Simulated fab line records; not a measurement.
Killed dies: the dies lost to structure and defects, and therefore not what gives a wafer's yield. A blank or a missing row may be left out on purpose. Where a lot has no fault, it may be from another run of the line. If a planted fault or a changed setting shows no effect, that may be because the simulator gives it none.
fab line records + flow ritCmos
record
- lots=6
- wafers=18
- lastDay=7
route steps=202 shown NRETRO@60 PRETRO@64 GATE@75 M1@202
lots that met no fault: from a run of the same line without faults
startH: the number of hours between the record's first day and the start of the first shown wafer of the lot + waitH: hours elapsed since this lot's preceding step + " unchanged from the row above + L1.1+2: one row covering several wafers at once + - no value, or no start was given + * or withheld: withheld + < > ~ a bound
route shown NAME@n: a module of which the file shows steps, and the number in the route of the first + usual: mean/standard deviation taken from wafers without a fault + same: alike in all rows + chamber/n: place in a boat + sites: the reading at each site + _std_site: standard deviation of those values + _edge_site: the outer-site mean with the inner-site mean subtracted + radiusMm: how far each site lies from the wafer's centre + mask NAME#n: copy n + behind: the most recent tool/chamber to have shaped the wafer + hold: the reason the lot was held/the length of the hold in hours/how it ended + device: the n, p or np transistor that did not switch + end of line: the route-end tests of the same wafers + for a step that has no rows: nothing shown but its recipe + killed: the dies lost at the first sort to structure and to defects; this is not the yield of the wafer + map: shows each die of a wafer: x if killed, . if not, _ if none is there
set.NAME: the setting as run; set.NAME@STEP: as run at that earlier step + model.NAME: the simulator's own value behind a step, which no gauge read
certain route steps with their lots: each step a table, each wafer a row
services: the hour from which a tool's chamber was out of use, counted from the record's first day as startH (under 0 if before that day), plus the number of hours and why
## steps
# step RIT_NRETRO_HARDBAKE_07
# recipe
- resist=NOVOLAK
- tempC=140
- timeS=120
# step RIT_NRETRO_IMPLANT_08
# recipe
- species=P
- energyKev=70
- doseCm2=1e+13
- tiltDeg=7
# step RIT_NRETRO_STRIP_09
# recipe
- chemistry=O2
- timeS=180
- resist=NOVOLAK
- platenTempC=withheld
- powerW=500
- pressureMtorr=4000
- o2FlowSccm=4000
# usual
- drypumpMotorCurrentA=5.8/0.36
| lot.wafer | tool           | chamber | startH | waitH | drypumpMotorCurrentA | rfHoursCounterH |
|-----------|----------------|---------|--------|-------|----------------------|-----------------|
| L160.3    | plasmaAsher-01 | 0       | 37.24  | 0.1   | 5.2                  | -               |
| L160.4    | "              | 1       | "      | "     | 6.5                  | -               |
| L160.5    | "              | 1       | "      | "     | 6.5                  | -               |
| L161.4    | plasmaAsher-04 | 0       | 41.43  | 0.1   | 6.0                  | -               |
| L161.5    | "              | 1       | "      | "     | 5.7                  | -               |
| L161.6    | "              | 0       | "      | "     | 6.0                  | -               |
| L166.2    | plasmaAsher-01 | 1       | 65.84  | 0.1   | 6.5                  | 44              |
| L166.5    | "              | 0       | "      | "     | 5.2                  | -               |
| L166.6    | "              | 1       | "      | "     | 6.5                  | -               |
| L170.1    | plasmaAsher-01 | 1       | 87.16  | 0.1   | 6.5                  | 46              |
| L170.3    | "              | 1       | "      | "     | 6.5                  | -               |
| L170.6    | "              | 0       | "      | "     | 5.3                  | -               |
| L172.1    | plasmaAsher-02 | 0       | 96.88  | 0.1   | 5.7                  | 44              |
| L172.4    | "              | 1       | "      | "     | 5.8                  | -               |
| L172.6    | "              | 1       | "      | "     | 5.8                  | -               |
| L182.1    | plasmaAsher-02 | 0       | 148.69 | 0.1   | 5.7                  | 4               |
| L182.3    | "              | 1       | "      | "     | 5.8                  | -               |
| L182.6    | "              | 1       | "      | "     | 5.8                  | -               |
# step RIT_NRETRO_TW_MEAS_10
# usual
- NRETRO_TW=1067/5.9
| lot.wafer | tool         | chamber | startH | waitH | NRETRO_TW |
|-----------|--------------|---------|--------|-------|-----------|
| L160.3    | filmMetro-02 | -       | 37.38  | 0.1   | 1065      |
| L160.4    | "            | -       | "      | "     | 1065      |
| L160.5    | "            | -       | "      | "     | 1060      |
| L161.4    | filmMetro-03 | -       | 41.58  | 0.1   | 1069      |
| L161.5    | "            | -       | "      | "     | 1068      |
| L161.6    | "            | -       | "      | "     | 1060      |
| L166.2    | filmMetro-02 | -       | 66.03  | 0.1   | 1066      |
| L166.5    | "            | -       | "      | "     | 1065      |
| L166.6    | "            | -       | "      | "     | 1064      |
| L170.1    | filmMetro-03 | -       | 87.33  | 0.1   | 1061      |
| L170.3    | "            | -       | "      | "     | 1061      |
| L170.6    | "            | -       | "      | "     | 1060      |
| L172.1    | filmMetro-02 | -       | 97.05  | 0.1   | 1068      |
| L172.4    | "            | -       | "      | "     | 1066      |
| L172.6    | "            | -       | "      | "     | 1068      |
| L182.1    | filmMetro-03 | -       | 148.87 | 0.1   | 1063      |
| L182.3    | "            | -       | "      | "     | 1062      |
| L182.6    | "            | -       | "      | "     | 1062      |
# step RIT_PRETRO_HMDS_00
# recipe
- primeTimeS=60
- primeTempC=140
# step RIT_PRETRO_COAT_01
# recipe
- resist=NOVOLAK
- spinRpm=2000
- resistThkNm=1300
# step RIT_PRETRO_SOFTBAKE_02
# recipe
- resist=NOVOLAK
- tempC=90
- timeS=60
# step RIT_PRETRO_EXPOSE_03
# recipe
- maskId=M5
- na=0.57
- targetCdNm=43700
- doseMj=250
# step RIT_PRETRO_PEB_04
# recipe
- resist=NOVOLAK
- tempC=withheld
- timeS=withheld
# step RIT_PRETRO_DEVELOP_05
# recipe
- resist=NOVOLAK
- developTimeS=68
- devTempC=23
# step RIT_PRETRO_OVL_MEAS_06
# usual
- PRETRO_OVL=-0.3/1.3
| lot.wafer | tool       | chamber | startH | waitH | PRETRO_OVL[nm] |
|-----------|------------|---------|--------|-------|----------------|
| L160.3    | overlay-01 | -       | 38.31  | -     | -2.0           |
| L160.4    | "          | -       | "      | "     | -1.5           |
| L160.5    | "          | -       | "      | "     | -0.8           |
| L161.4    | overlay-02 | -       | 42.50  | -     | -0.1           |
| L161.5    | "          | -       | "      | "     | 2.0            |
| L161.6    | "          | -       | "      | "     | -2.1           |
| L166.2    | overlay-01 | -       | 66.96  | -     | 1.3            |
| L166.5    | "          | -       | "      | "     | 0.7            |
| L166.6    | "          | -       | "      | "     | -0.9           |
| L170.1    | overlay-01 | -       | 88.27  | -     | -0.9           |
| L170.3    | "          | -       | "      | "     | 0.2            |
| L170.6    | "          | -       | "      | "     | -0.1           |
| L172.1    | overlay-02 | -       | 97.99  | -     | -0.8           |
| L172.4    | "          | -       | "      | "     | 0.4            |
| L172.6    | "          | -       | "      | "     | 0.7            |
| L182.1    | overlay-02 | -       | 149.81 | -     | -1.0           |
| L182.3    | "          | -       | "      | "     | -0.5           |
| L182.6    | "          | -       | "      | "     | -0.3           |
# step RIT_PRETRO_HARDBAKE_07
# recipe
- resist=NOVOLAK
- tempC=140
- timeS=120
# step RIT_PRETRO_IMPLANT_08
# recipe
- species=B
- energyKev=45.81
- doseCm2=1.2e+13
- tiltDeg=7
# usual
- beamEnergyKeV=45.808/0.016
- doseIonsCm2=1.2001e+13/1.4e+10
- faradayCurrentUA=38.1/0.74
| lot.wafer | tool         | chamber | startH | waitH | beamEnergyKeV | doseIonsCm2 | faradayCurrentUA |
|-----------|--------------|---------|--------|-------|---------------|-------------|------------------|
| L160.3    | implanter-03 | 0       | 38.63  | 0.2   | 45.818        | 1.2009e+13  | 39.1             |
| L160.4    | "            | 0       | "      | "     | 45.832        | 1.2008e+13  | 38.8             |
| L160.5    | "            | 0       | "      | "     | 45.833        | 1.2002e+13  | 37.7             |
| L161.4    | implanter-04 | 0       | 42.85  | 0.2   | 45.776        | 1.1992e+13  | 38.8             |
| L161.5    | "            | 0       | "      | "     | 45.777        | 1.1992e+13  | 38.6             |
| L161.6    | "            | 0       | "      | "     | 45.790        | 1.2019e+13  | 37.6             |
| L166.2    | implanter-04 | 0       | 67.37  | 0.2   | 45.793        | 9.987e+12   | 31.4             |
| L166.5    | "            | 0       | "      | "     | 45.820        | 9.956e+12   | 31.8             |
| L166.6    | "            | 0       | "      | "     | 45.814        | 9.973e+12   | 31.2             |
| L170.1    | implanter-04 | 0       | 88.56  | 0.2   | 45.801        | 9.951e+12   | 31.6             |
| L170.3    | "            | 0       | "      | "     | 45.801        | 9.95e+12    | 31.2             |
| L170.6    | "            | 0       | "      | "     | 45.796        | 9.976e+12   | 30.7             |
| L172.1    | implanter-03 | 0       | 98.28  | 0.2   | 45.807        | 1.2e+13     | 38.2             |
| L172.4    | "            | 0       | "      | "     | 45.795        | 1.2011e+13  | 38.0             |
| L172.6    | "            | 0       | "      | "     | 45.799        | 1.1991e+13  | 38.3             |
| L182.1    | implanter-02 | 0       | 150.09 | 0.2   | 45.847        | 1.2e+13     | 38.1             |
| L182.3    | "            | 0       | "      | "     | 45.823        | 1.2014e+13  | 38.8             |
| L182.6    | "            | 0       | "      | "     | 45.825        | 1.1996e+13  | 37.5             |
# step RIT_PRETRO_STRIP_09
# recipe
- chemistry=O2
- timeS=180
- resist=NOVOLAK
- platenTempC=withheld
- powerW=500
- pressureMtorr=4000
- o2FlowSccm=4000
# usual
- drypumpMotorCurrentA=5.82/0.26
| lot.wafer | tool           | chamber | startH | waitH | drypumpMotorCurrentA | rfHoursCounterH |
|-----------|----------------|---------|--------|-------|----------------------|-----------------|
| L160.3    | plasmaAsher-04 | 1       | 38.79  | 0.1   | 5.79                 | -               |
| L160.4    | "              | 0       | "      | "     | 6.03                 | -               |
| L160.5    | "              | 1       | "      | "     | 5.77                 | -               |
| L161.4    | plasmaAsher-04 | 0       | 42.98  | 0.1   | 6.03                 | -               |
| L161.5    | "              | 1       | "      | "     | 5.76                 | -               |
| L161.6    | "              | 0       | "      | "     | 6.02                 | -               |
| L166.2    | plasmaAsher-03 | 0       | 67.49  | 0.1   | 6.36                 | 24              |
| L166.5    | "              | 0       | "      | "     | 6.37                 | -               |
| L166.6    | "              | 1       | "      | "     | 4.89                 | -               |
| L170.1    | plasmaAsher-04 | 1       | 88.71  | 0.1   | 5.79                 | 48              |
| L170.3    | "              | 0       | "      | "     | 6.01                 | -               |
| L170.6    | "              | 0       | "      | "     | 6.03                 | -               |
| L172.1    | plasmaAsher-04 | 1       | 98.43  | 0.1   | 5.75                 | 49              |
| L172.4    | "              | 1       | "      | "     | 5.75                 | -               |
| L172.6    | "              | 1       | "      | "     | 5.74                 | -               |
| L182.1    | plasmaAsher-02 | 1       | 150.24 | 0.1   | 5.79                 | 4               |
| L182.3    | "              | 0       | "      | "     | 5.69                 | -               |
| L182.6    | "              | 1       | "      | "     | 5.78                 | -               |
# step RIT_PRETRO_TW_MEAS_10
# usual
- PRETRO_TW=482/4.1
| lot.wafer | tool         | chamber | startH | waitH | PRETRO_TW |
|-----------|--------------|---------|--------|-------|-----------|
| L160.3    | filmMetro-03 | -       | 38.93  | 0.1   | 483       |
| L160.4    | "            | -       | "      | "     | 482       |
| L160.5    | "            | -       | "      | "     | 482       |
| L161.4    | filmMetro-02 | -       | 43.13  | 0.1   | 483       |
| L161.5    | "            | -       | "      | "     | 483       |
| L161.6    | "            | -       | "      | "     | 485       |
| L166.2    | filmMetro-01 | -       | 67.68  | 0.1   | 447       |
| L166.5    | "            | -       | "      | "     | 448       |
| L166.6    | "            | -       | "      | "     | 449       |
| L170.1    | filmMetro-02 | -       | 88.89  | 0.1   | 455       |
| L170.3    | "            | -       | "      | "     | 457       |
| L170.6    | "            | -       | "      | "     | 458       |
| L172.1    | filmMetro-02 | -       | 98.60  | 0.1   | 484       |
| L172.4    | "            | -       | "      | "     | 483       |
| L172.6    | "            | -       | "      | "     | 485       |
| L182.1    | filmMetro-03 | -       | 150.42 | 0.1   | 483       |
| L182.3    | "            | -       | "      | "     | 482       |
| L182.6    | "            | -       | "      | "     | 483       |
# step RIT_GATE_WET_ETCH_00
# recipe
- chemistry=BOE
- target=SiO2
- targetDepthNm=56
- timeS=60
- dry=n2Spin
- dilution=10:1
- tempC=21.5
# step RIT_M1_PROBE_99
# usual
- killedAtFrontEnd=7/3.3
- killedDies=7/3.3
- killedOnRim=1.9/1.4
- killedOpen=3.3/1.9
- killedShort=3.6/2.1
# same
- grossDies=264
- killed_at_M0_to_M3=0
- killed_at_M4_up=0
- killedAtBackSide=0
- killedAtContacts=0
- killedAtOther=0
| lot.wafer | tool      | chamber | startH | waitH | killedAtFrontEnd | killedDies | killedOnRim | killedOpen | killedShort | model.etest.nmos_0p3.rOnOhmUm | model.etest.nmosTurned.driveUaUm | model.etest.nmos_0p3.driveUaUm | model.etest.nmosNarrow.driveUaUm | model.etest.nmos_0p15.offLog10AUm | model.etest.retroEdgeNmos.offLog10AUm | model.etest.gateEndArray.leakLog10AUm | model.etest.nmos_0p3.offLog10AUm |
|-----------|-----------|---------|--------|-------|------------------|------------|-------------|------------|-------------|-------------------------------|----------------------------------|--------------------------------|----------------------------------|-----------------------------------|---------------------------------------|---------------------------------------|----------------------------------|
| L160.3    | prober-02 | -       | 67.34  | 0.2   | 8                | 8          | 5           | 6          | 2           | 2109                          | 337.9                            | 231.6                          | 221.8                            | -10.44                            | -10.29                                | -12.85                                | -13.05                           |
| L160.4    | prober-02 | -       | 67.39  | 0.2   | 10               | 10         | 3           | 4          | 6           | 2084                          | 344.9                            | 229.2                          | 229                              | -9.916                            | -9.75                                 | -12.88                                | -13.08                           |
| L160.5    | prober-02 | -       | 67.44  | 0.2   | 12               | 12         | 3           | 5          | 6           | 2094                          | 336.9                            | 230.3                          | 228.9                            | -9.983                            | -9.848                                | -12.88                                | -12.98                           |
| L161.4    | prober-01 | -       | 69.76  | 0.2   | 2                | 2          | 0           | 1          | 1           | 2150                          | 317.5                            | 227.9                          | 227.8                            | -9.948                            | -9.843                                | -13.06                                | -13.16                           |
| L161.5    | prober-01 | -       | 69.81  | 0.2   | 5                | 5          | 1           | 4          | 1           | 2130                          | 317.1                            | 229.3                          | 230                              | -9.909                            | -9.722                                | -12.81                                | -13.11                           |
| L161.6    | prober-01 | -       | 69.86  | 0.2   | 4                | 4          | 2           | 1          | 3           | 2123                          | 318                              | 224.9                          | 224.9                            | -9.741                            | -9.748                                | -12.86                                | -13.14                           |
| L166.2    | prober-02 | -       | 95.00  | 0.1   | 11               | 11         | 2           | 5          | 6           | 2062                          | 358.8                            | 245                            | 241.1                            | -9.844                            | -9.87                                 | -12.68                                | -12.86                           |
| L166.5    | prober-02 | -       | 95.15  | 0.2   | 7                | 7          | 3           | 2          | 5           | 2075                          | 349.7                            | 239.8                          | 235.4                            | -9.843                            | -9.774                                | -12.8                                 | -12.87                           |
| L166.6    | prober-02 | -       | 95.20  | 0.2   | 5                | 5          | 1           | 3          | 2           | 2060                          | 362.8                            | 246.1                          | 237.8                            | -9.561                            | -9.39                                 | -12.57                                | -12.82                           |
| L170.1    | prober-02 | -       | 119.85 | 0.1   | 7                | 7          | 3           | 3          | 4           | 2075                          | 355.4                            | 240.1                          | 239.4                            | -9.442                            | -9.163                                | -12.74                                | -12.93                           |
| L170.3    | prober-02 | -       | 119.95 | 0.2   | 7                | 7          | 3           | 4          | 3           | 2031                          | 352.4                            | 243.3                          | 238.5                            | -9.645                            | -9.508                                | -12.7                                 | -12.82                           |
| L170.6    | prober-02 | -       | 120.10 | 0.2   | 10               | 10         | 3           | 6          | 4           | 2125                          | 340.3                            | 234.6                          | 231.7                            | -9.832                            | -9.758                                | -12.61                                | -12.79                           |
| L172.1    | prober-02 | -       | 126.52 | 0.1   | 10               | 10         | 3           | 6          | 4           | 2087                          | 346.3                            | 232.9                          | 232.2                            | -9.976                            | -9.978                                | -12.79                                | -12.96                           |
| L172.4    | prober-02 | -       | 126.67 | 0.2   | 9                | 9          | 3           | 3          | 6           | 2120                          | 342.6                            | 234.1                          | 233.2                            | -9.978                            | -9.764                                | -12.7                                 | -12.94                           |
| L172.6    | prober-02 | -       | 126.77 | 0.2   | 8                | 8          | 1           | 4          | 4           | 2118                          | 346.1                            | 233.6                          | 233.2                            | -9.63                             | -9.373                                | -12.83                                | -13                              |
| L182.1    | prober-02 | -       | 176.68 | 0.1   | 6                | 6          | 1           | 2          | 4           | 2147                          | 311.3                            | 227.4                          | 220.2                            | -9.984                            | -9.993                                | -12.71                                | -12.84                           |
| L182.3    | prober-02 | -       | 176.78 | 0.2   | 4                | 4          | 1           | 1          | 3           | 2151                          | 305.8                            | 226.3                          | 220.3                            | -10.13                            | -10.01                                | -12.73                                | -12.97                           |
| L182.6    | prober-02 | -       | 176.93 | 0.2   | 6                | 6          | 2           | 1          | 5           | 2197                          | 304                              | 221.4                          | 212.7                            | -10.13                            | -10.07                                | -12.87                                | -13.03                           |
# killed by level:class
L160.3 FOX1:geometricParticle:open=3 REOX:geometricParticle:open=2 FOX1:geometricParticle:short=1 GATE:geometricParticle:open=1 SILICIDE:geometricParticle:short=1
L160.4 GATE:geometricParticle:open=4 SILICIDE:geometricParticle:short=2 ACTIVE:geometricParticle:short=1 FOX1:geometricParticle:short=1 FOX2:geometricParticle:short=1 GATE:geometricParticle:short=1
L160.5 GATE:geometricParticle:open=3 GATE:geometricParticle:short=2 REOX:geometricParticle:short=2 SPACER:geometricParticle:short=2 REOX:geometricParticle:open=1 SILICIDE:geometricParticle:open=1 PSD:coatMicrobubblePrinted=1
L161.4 SPACER:geometricParticle:open=1 SILICIDE:geometricParticle:short=1
L161.5 FOX1:geometricParticle:open=2 FOX2:geometricParticle:short=1 GATE:geometricParticle:open=1 REOX:geometricParticle:open=1
L161.6 FOX1:geometricParticle:short=1 FOX1:geometricParticle:open=1 REOX:geometricParticle:short=1 SPACER:geometricParticle:short=1
L166.2 GATE:geometricParticle:short=4 GATE:geometricParticle:open=3 FOX2:geometricParticle:open=1 SPACER:geometricParticle:short=1 SILICIDE:geometricParticle:short=1 SILICIDE:geometricParticle:open=1
L166.5 GATE:geometricParticle:short=3 GATE:geometricParticle:open=2 FOX2:geometricParticle:short=1 SILICIDE:geometricParticle:short=1
L166.6 GATE:geometricParticle:short=2 FOX1:geometricParticle:open=1 FOX2:geometricParticle:open=1 SILICIDE:geometricParticle:open=1
L170.1 GATE:geometricParticle:short=4 FOX1:geometricParticle:open=1 FOX2:geometricParticle:open=1 GATE:geometricParticle:open=1
L170.3 GATE:geometricParticle:open=3 SPACER:geometricParticle:short=2 FOX1:geometricParticle:open=1 GATE:geometricParticle:short=1
L170.6 FOX1:geometricParticle:short=2 GATE:geometricParticle:short=2 SPACER:geometricParticle:open=2 FOX1:geometricParticle:open=1 GATE:geometricParticle:open=1 REOX:geometricParticle:open=1 SILICIDE:geometricParticle:open=1
L172.1 GATE:geometricParticle:open=3 GATE:geometricParticle:short=3 FOX1:geometricParticle:open=2 FOX1:geometricParticle:short=1 SILICIDE:geometricParticle:open=1
L172.4 FOX1:geometricParticle:short=3 FOX1:geometricParticle:open=2 FOX2:geometricParticle:short=1 GATE:geometricParticle:short=1 SPACER:geometricParticle:short=1 SILICIDE:geometricParticle:open=1
L172.6 GATE:geometricParticle:open=3 REOX:geometricParticle:short=3 REOX:geometricParticle:open=1 SILICIDE:geometricParticle:short=1
L182.1 GATE:geometricParticle:short=2 GATE:geometricParticle:open=1 REOX:geometricParticle:short=1 SPACER:geometricParticle:short=1 SILICIDE:geometricParticle:open=1
L182.3 SPACER:geometricParticle:short=2 FOX2:geometricParticle:short=1 GATE:geometricParticle:open=1
L182.6 FOX1:geometricParticle:short=2 GATE:geometricParticle:short=2 FOX2:geometricParticle:short=1 GATE:geometricParticle:open=1
## services
| tool           | chamber | startH | hours | kind      |
|----------------|---------|--------|-------|-----------|
| implanter-04   | -       | 16.07  | 1.6   | repair    |
| plasmaAsher-04 | -       | 32.25  | 2.2   | repair    |
| implanter-04   | -       | 38.37  | 0.7   | repair    |
| plasmaAsher-03 | -       | 41.25  | 0.8   | repair    |
| implanter-03   | -       | 41.36  | 1.0   | repair    |
| implanter-03   | -       | 68.20  | 1.5   | repair    |
| implanter-03   | -       | 84.37  | 1.6   | repair    |
| plasmaAsher-03 | -       | 99.91  | 28.1  | pm        |
| plasmaAsher-02 | -       | 108.75 | 9.0   | pm        |
| plasmaAsher-02 | 0       | 108.75 | 9.0   | ventCycle |
| plasmaAsher-02 | 1       | 108.75 | 9.0   | ventCycle |
| plasmaAsher-02 | 0       | 117.75 | -     | clean     |
| plasmaAsher-02 | 1       | 117.75 | -     | clean     |
| plasmaAsher-01 | -       | 129.07 | 1.5   | repair    |
| implanter-04   | -       | 131.21 | 5.2   | repair    |
| plasmaAsher-03 | -       | 136.23 | 5.4   | repair    |
| implanter-04   | -       | 138.11 | 16.1  | pm        |
## key
firstSign
- step=RIT_PRETRO_IMPLANT_08
- reading=doseIonsCm2
- direction=down
- sigmas=99+
- usual=1.2001e+13
- struck=9.966e+12
effect
- step=RIT_PRETRO_IMPLANT_08
- reading=faradayCurrentUA
- direction=down
- sigmas=9.1
- usual=38.1
- struck=31.3
effect
- step=RIT_PRETRO_TW_MEAS_10
- reading=PRETRO_TW
- direction=down
- sigmas=7.3
- usual=482
- struck=452
modelEffect
- step=RIT_M1_PROBE_99
- value=etest.nmos_0p3.rOnOhmUm
- without=2142
- struck=2071
metAt RIT_PRETRO_IMPLANT_08
struckWafers L166.2,L166.5,L166.6,L170.1,L170.3,L170.6
testerLeftOut L166,L170
onsetBetween 42.85 67.37
fault
- kind=processParameterDrift
- tool=implanter-04
- chamber=-
- onsetH=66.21
- steps=RIT_PRETRO_IMPLANT_08
- channel=doseCm2
- offset=-2.04e+12
- shape=step
- endH=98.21
- actsIn=theseRecipesOnly
- stated=1.2e+13
# testerLeftOut: of these lots the tester's yield and bins aren't shown, on N5 and GAA mostly nor the transistor test; their killed dies are dies lost to structure and defects alone, not to doping, threshold or leakage, so they don't give the yield
